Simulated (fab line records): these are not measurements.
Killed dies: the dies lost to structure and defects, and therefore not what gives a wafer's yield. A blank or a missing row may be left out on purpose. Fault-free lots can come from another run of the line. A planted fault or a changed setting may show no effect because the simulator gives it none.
fab line records -- flow berkeley-cmos170
record lots=6, wafers=18, last-day=12
route steps=331 shown CONTACT@233 M1@238
lots untouched by any fault: they come from a run of this same line in which no faults occurred
start-h: start of the lot's first displayed wafer, in hours after the record's first day -- wait-h: hours elapsed since this lot's preceding step -- " same as the row above -- L1.1+2: several wafers, shown together as one row -- - no value present, or no start provided -- * or withheld: withheld -- < > ~ a bound
route shown NAME@n: a module of which the file shows steps, and the number in the route of the first -- usual: the fault-free wafers' mean and standard deviation -- same: alike in all rows -- chamber/n: place in a boat -- sites: the reading at each site -- _std_site: the standard deviation of these -- _edge_site: mean of outer sites minus mean of inner sites -- radius-mm: for every site, how far away it sits from the centre of the wafer -- mask NAME#n: copy n -- behind: the last tool/chamber to shape the wafer -- hold: why the lot went on hold/how many hours it stayed there/how the hold came to an end -- device: names the non-switching transistor (n, p or np) -- end of line: tests run on the same wafers once the route is complete -- a step given without rows: its recipe and nothing more -- killed: not the wafer's yield, but the dies lost to structure and defects at the first sort -- map: a wafer's dies, x killed, . not, _ none there
set.NAME: the setting the step ran with; set.NAME@STEP: the setting that earlier step ran with -- model.NAME: the simulator's own value behind a step, which no gauge read
lots seen at some steps along the route; tables by step, rows by wafer
services: from which hour (start-h, from the record's first day; less than 0 if before it) a tool's chamber was out of use, for how many hours, and why
## steps
# step UCB170_CONTACT_ETCH_17
# recipe chemistry=N2/H2, target-depth-a=withheld, overetch-a=withheld, target=BARC, time-s=withheld, source-w=500, bias-w=100, pressure-mtorr=30, n2-flow-sccm=100, h2-flow-sccm=200
# usual drypump-motor-current-A=5.7/0.45, oes-product-au=0.997/0.021, throttle-valve-pct=13.33/0.22
lot.wafer,tool,chamber,start-h,wait-h,drypump-motor-current-A,oes-product-au,throttle-valve-pct
L101.2,rie-diel-02,0,146.05,0.0,5.9,1.050,13.56
L101.3,rie-diel-02,1,146.05,0.0,5.0,1.005,13.65
L101.4,rie-diel-02,2,146.05,0.0,5.1,0.998,12.90
L104.3,rie-diel-04,0,166.08,0.0,5.9,1.002,13.29
L104.5,rie-diel-04,0,166.08,0.0,5.9,0.992,13.29
L104.6,rie-diel-04,1,166.08,0.0,5.5,1.002,13.27
L117.4,rie-diel-04,3,233.66,0.0,5.8,1.026,13.39
L117.5,rie-diel-04,1,233.66,0.0,5.6,0.998,13.27
L117.6,rie-diel-04,2,233.66,0.0,6.3,0.971,13.15
L119.2,rie-diel-04,3,234.87,0.0,5.8,1.023,13.38
L119.4,rie-diel-04,2,234.87,0.0,6.2,0.968,13.16
L119.5,rie-diel-04,1,234.87,0.0,5.6,1.000,13.28
L120.3,rie-diel-02,2,262.74,0.0,5.1,1.002,12.94
L120.4,rie-diel-02,1,262.74,0.0,5.0,1.003,13.65
L120.6,rie-diel-02,2,262.74,0.0,5.1,0.993,12.94
L121.3,rie-diel-04,3,262.98,0.0,5.8,1.016,13.38
L121.4,rie-diel-04,1,262.98,0.0,5.6,1.007,13.28
L121.6,rie-diel-04,2,262.98,0.0,6.2,0.967,13.15
# step UCB170_CONTACT_ETCH_18
# recipe chemistry=CHF3/CF4/Ar, target=PSG, stop-on=TiSi2, CHF3_flow_sccm=45, cf4-flow-sccm=15, Ar_flow_sccm=150, pressure-mtorr=200, rf-w=700, target-depth-a=8400, over-etch-frac=0.2, time-s=195
# usual drypump-motor-current-A=5.7/0.45, oes-product-au=0.885/0.019, throttle-valve-pct=6.96/0.14
lot.wafer,tool,chamber,start-h,wait-h,drypump-motor-current-A,oes-product-au,rf-hours-counter-h,throttle-valve-pct
L101.2,rie-diel-02,0,-,-,6.0,0.898,107,7.13
L101.3,rie-diel-02,1,-,-,5.0,0.895,19,7.08
L101.4,rie-diel-02,2,-,-,5.1,0.887,-,6.62
L104.3,rie-diel-04,0,-,-,5.9,0.881,8,6.94
L104.5,rie-diel-04,0,-,-,5.9,0.882,-,6.94
L104.6,rie-diel-04,1,-,-,5.6,0.866,-,6.98
L117.4,rie-diel-04,3,-,-,5.8,0.906,-,7.02
L117.5,rie-diel-04,1,-,-,5.6,0.870,-,6.98
L117.6,rie-diel-04,2,-,-,6.2,0.857,-,6.91
L119.2,rie-diel-04,3,-,-,5.8,0.905,47,7.00
L119.4,rie-diel-04,2,-,-,6.2,0.846,-,6.91
L119.5,rie-diel-04,1,-,-,5.5,0.871,-,6.96
L120.3,rie-diel-02,2,-,-,5.1,0.891,45,6.64
L120.4,rie-diel-02,1,-,-,5.0,0.892,26,7.08
L120.6,rie-diel-02,2,-,-,5.1,0.894,-,6.63
L121.3,rie-diel-04,3,-,-,5.8,0.902,48,7.01
L121.4,rie-diel-04,1,-,-,5.6,0.876,22,6.98
L121.6,rie-diel-04,2,-,-,6.2,0.840,-,6.91
# step UCB170_CONTACT_STRIP_19
# recipe chemistry=O2, power-w=400, pressure-mtorr=3500, platen-temp-c=withheld, o2-flow-sccm=400, overash-fraction=0.5
# usual drypump-motor-current-A=5.8/0.5, oes-product-au=0.726/0.0047
lot.wafer,tool,chamber,start-h,wait-h,drypump-motor-current-A,oes-product-au,rf-hours-counter-h
L101.2,plasma-asher-02,1,146.22,-,4.8,0.728,40
L101.3,plasma-asher-02,1,146.22,-,4.8,0.723,-
L101.4,plasma-asher-02,0,146.22,-,6.2,0.723,-
L104.3,plasma-asher-01,0,166.28,-,6.1,0.726,-
L104.5,plasma-asher-01,0,166.28,-,6.1,0.726,-
L104.6,plasma-asher-01,1,166.28,-,5.9,0.731,-
L117.4,plasma-asher-04,1,233.84,-,6.2,0.728,-
L117.5,plasma-asher-04,0,233.84,-,5.3,0.727,-
L117.6,plasma-asher-04,1,233.84,-,6.2,0.722,-
L119.2,plasma-asher-02,1,235.04,-,4.8,0.728,51
L119.4,plasma-asher-02,0,235.04,-,6.2,0.733,-
L119.5,plasma-asher-02,1,235.04,-,4.8,0.728,-
L120.3,plasma-asher-01,0,262.94,-,6.1,0.735,-
L120.4,plasma-asher-01,1,262.94,-,5.9,0.735,-
L120.6,plasma-asher-01,0,262.94,-,6.1,0.728,-
L121.3,plasma-asher-04,1,263.18,-,6.2,0.725,-
L121.4,plasma-asher-04,0,263.18,-,5.3,0.728,-
L121.6,plasma-asher-04,1,263.18,-,6.2,0.722,-
# step UCB170_CONTACT_CD_MEAS_90
# recipe target-cd-nm=700
# usual cd-nm=699.6/1.5
lot.wafer,tool,chamber,start-h,wait-h,cd-nm
L101.2,cd-sem-01,-,146.34,0.1,699.0
L101.3,cd-sem-01,-,146.34,0.1,700.4
L101.4,cd-sem-01,-,146.34,0.1,697.8
L104.3,cd-sem-01,-,166.38,0.1,698.6
L104.5,cd-sem-01,-,166.38,0.1,697.1
L104.6,cd-sem-01,-,166.38,0.1,697.8
L117.4,cd-sem-02,-,233.96,0.1,698.0
L117.5,cd-sem-02,-,233.96,0.1,700.9
L117.6,cd-sem-02,-,233.96,0.1,699.2
L119.2,cd-sem-01,-,235.19,0.1,700.8
L119.4,cd-sem-01,-,235.19,0.1,700.0
L119.5,cd-sem-01,-,235.19,0.1,701.9
L120.3,cd-sem-01,-,263.05,0.1,698.0
L120.4,cd-sem-01,-,263.05,0.1,699.1
L120.6,cd-sem-01,-,263.05,0.1,698.0
L121.3,cd-sem-01,-,263.29,0.1,699.5
L121.4,cd-sem-01,-,263.29,0.1,699.4
L121.6,cd-sem-01,-,263.29,0.1,699.3
# step UCB170_CONTACT_CLEAN_20
# recipe chemistry=SPM, temp-c=120, time-s=600
# step UCB170_M1_SPUTTER_00
# recipe material=Al, target-thk-nm=600, time-s=80, power-w=6000, chamber-pressure-pa=0.5
# usual cathode-dc-power-W=6000.0/0.94, throttle-valve-pct=30.3/0.94
lot.wafer,tool,chamber,start-h,wait-h,cathode-dc-power-W,throttle-valve-pct
L101.2,pvd-sputter-04,-,146.62,0.0,6000.7,31.1
L101.3,pvd-sputter-04,-,146.62,0.0,6001.7,30.7
L101.4,pvd-sputter-04,-,146.62,0.0,6001.8,29.2
L104.3,pvd-sputter-03,-,166.64,0.0,5998.6,30.9
L104.5,pvd-sputter-03,-,166.64,0.0,6000.5,29.5
L104.6,pvd-sputter-03,-,166.64,0.0,5999.2,31.1
L117.4,pvd-sputter-04,-,234.20,0.0,6001.3,28.9
L117.5,pvd-sputter-04,-,234.20,0.0,5999.6,30.9
L117.6,pvd-sputter-04,-,234.20,0.0,6000.1,29.2
L119.2,pvd-sputter-03,-,235.46,0.0,5999.7,29.6
L119.4,pvd-sputter-03,-,235.46,0.0,5999.6,29.4
L119.5,pvd-sputter-03,-,235.46,0.0,6000.9,29.2
L120.3,pvd-sputter-02,-,263.30,0.0,6000.0,30.5
L120.4,pvd-sputter-02,-,263.30,0.0,6000.5,29.7
L120.6,pvd-sputter-02,-,263.30,0.0,5999.9,29.9
L121.3,pvd-sputter-02,-,263.54,0.0,5999.5,30.4
L121.4,pvd-sputter-02,-,263.54,0.0,5999.4,29.7
L121.6,pvd-sputter-02,-,263.54,0.0,5998.6,30.5
# step UCB170_M1_RS_MEAS_01
# recipe thk-meas-gauge=four-point-probe, reads=Al_of_M1_SPUTTER_00
# usual M1_AL_RS=0.0484/0.00046
lot.wafer,tool,chamber,start-h,wait-h,M1_AL_RS[ohm/sq]
L101.2,film-metro-01,-,146.70,0.1,0.0479
L101.3,film-metro-01,-,146.70,0.1,0.0480
L101.4,film-metro-01,-,146.70,0.1,0.0484
L104.3,film-metro-04,-,166.74,0.1,0.0486
L104.5,film-metro-04,-,166.74,0.1,0.0486
L104.6,film-metro-04,-,166.74,0.1,0.0482
L117.4,film-metro-03,-,234.32,0.1,0.0485
L117.5,film-metro-03,-,234.32,0.1,0.0481
L117.6,film-metro-03,-,234.32,0.1,0.0486
L119.2,film-metro-03,-,235.54,0.1,0.0489
L119.4,film-metro-03,-,235.54,0.1,0.0488
L119.5,film-metro-03,-,235.54,0.1,0.0488
L120.3,film-metro-03,-,263.40,0.1,0.0483
L120.4,film-metro-03,-,263.40,0.1,0.0492
L120.6,film-metro-03,-,263.40,0.1,0.0489
L121.3,film-metro-04,-,263.64,0.1,0.0491
L121.4,film-metro-04,-,263.64,0.1,0.0499
L121.6,film-metro-04,-,263.64,0.1,0.0491
# step UCB170_M1_THK_MEAS_02
# recipe thk-meas-gauge=xrf, reads=Al_of_M1_SPUTTER_00
# usual M1_AL_THK=587/6.5
lot.wafer,tool,chamber,start-h,wait-h,M1_AL_THK[nm]
L101.2,film-metro-01,-,146.81,0.1,598
L101.3,film-metro-01,-,146.81,0.1,595
L101.4,film-metro-01,-,146.81,0.1,591
L104.3,film-metro-04,-,166.84,0.1,582
L104.5,film-metro-04,-,166.84,0.1,585
L104.6,film-metro-04,-,166.84,0.1,588
L117.4,film-metro-03,-,234.41,0.1,587
L117.5,film-metro-03,-,234.41,0.1,593
L117.6,film-metro-03,-,234.41,0.1,584
L119.2,film-metro-03,-,235.65,0.1,583
L119.4,film-metro-03,-,235.65,0.1,585
L119.5,film-metro-03,-,235.65,0.1,584
L120.3,film-metro-03,-,263.50,0.1,592
L120.4,film-metro-03,-,263.50,0.1,581
L120.6,film-metro-03,-,263.50,0.1,586
L121.3,film-metro-04,-,263.74,0.1,578
L121.4,film-metro-04,-,263.74,0.1,568
L121.6,film-metro-04,-,263.74,0.1,576
# step UCB170_M1_COAT_03
# recipe resist=BARC, temp-c=withheld, time-s=withheld, spin-rpm=3000, resist-thk-nm=withheld
# step UCB170_M1_COAT_04
# recipe resist=KrF, spin-rpm=1500, resist-thk-nm=900
# step UCB170_M1_SOFTBAKE_05
# recipe resist=KrF, temp-c=130, time-s=60
# step UCB170_M1_EXPOSE_06
# recipe mask-id=METAL1, target-cd-nm=700, na=0.5, sigma-outer=0.6, source-shape=conventional, dose-mj=21
# step UCB170_M1_PEB_07
# recipe peb-temp-c=130, peb-time-s=withheld, resist=KrF
# usual chill-plate-temp-C=22.99/0.11, exhaust-pa=45.0/0.96, heater-power-total-W=56.71/0.051, plate-sensor-t-centre-C=131.41/0.011, plate-sensor-t-edge-C=131.53/0.0098
lot.wafer,tool,chamber,start-h,wait-h,chill-plate-temp-C,exhaust-pa,heater-power-total-W,plate-sensor-t-centre-C,plate-sensor-t-edge-C
L101.2,litho-track-04,0,147.91,0.4,22.93,44.4,56.67,131.43,131.52
L101.3,litho-track-04,0,147.91,0.4,22.93,44.2,56.80,131.39,131.52
L101.4,litho-track-04,0,147.91,0.4,23.00,43.3,56.72,131.42,131.52
L104.3,litho-track-01,0,167.59,0.2,23.07,45.1,56.67,131.39,131.53
L104.5,litho-track-01,0,167.59,0.2,22.88,45.5,56.65,131.4,131.53
L104.6,litho-track-01,0,167.59,0.2,22.88,45.3,56.80,131.41,131.54
L117.4,litho-track-04,-,235.34,0.1,-,-,-,-,-
L117.5,litho-track-04,-,235.34,0.1,-,-,-,-,-
L117.6,litho-track-04,-,235.34,0.1,-,-,-,-,-
L119.2,litho-track-01,-,236.42,0.1,-,-,-,-,-
L119.4,litho-track-01,-,236.42,0.1,-,-,-,-,-
L119.5,litho-track-01,-,236.42,0.1,-,-,-,-,-
L120.3,litho-track-04,0,264.29,0.1,22.98,44.4,56.61,131.41,131.52
L120.4,litho-track-04,0,264.29,0.1,23.01,44.1,56.75,131.41,131.53
L120.6,litho-track-04,0,264.29,0.1,22.99,43.9,56.62,131.42,131.52
L121.3,litho-track-04,0,264.77,0.1,23.14,44.4,56.70,131.42,131.54
L121.4,litho-track-04,0,264.77,0.1,23.02,44.0,56.68,131.41,131.54
L121.6,litho-track-04,0,264.77,0.1,22.90,44.0,56.72,131.43,131.53
# step UCB170_M1_DEVELOP_08
# recipe developer=TMAH, develop-time-s=45, resist=KrF, dev-temp-c=21
## services
tool,chamber,start-h,hours,kind
rie-diel-02,3,139.52,23.4,repair
pvd-sputter-02,-,145.64,11.8,repair
pvd-sputter-02,-,148.98,9.9,repair
rie-diel-04,3,158.19,18.2,repair
rie-diel-04,-,187.80,0.7,repair
pvd-sputter-04,-,191.23,0.8,repair
rie-diel-04,-,199.68,0.9,repair
rie-diel-02,2,209.47,12.5,repair
rie-diel-04,0,227.33,10.2,repair
pvd-sputter-02,-,227.74,9.2,repair
plasma-asher-01,-,253.22,0.5,repair
pvd-sputter-03,-,260.82,5.4,repair
## key
first-sign step=UCB170_M1_PEB_07, reading=tool-record, direction=missing
effect none on later readings
met-at UCB170_M1_PEB_07
struck-wafers L117.4,L117.5,L117.6,L119.2,L119.4,L119.5
later-rows-left-out L117.4,L117.5,L117.6,L119.2,L119.4,L119.5
sort-left-out L117.4,L117.5,L117.6,L119.2,L119.4,L119.5
onset-between 167.59 235.34
fault kind=skipped-step-whole, tool=litho-track-01,litho-track-04, chamber=-, onset-h=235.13, steps=UCB170_M1_PEB_07, scope=struck-lots-only
# sort-left-out: the simulated sort isn't trusted on such a fault, so these wafers' sort isn't shown, and their yield isn't known
# later-rows-left-out: the simulator's readings of these wafers behind a module that went badly wrong aren't trusted and aren't shown, but for the sort
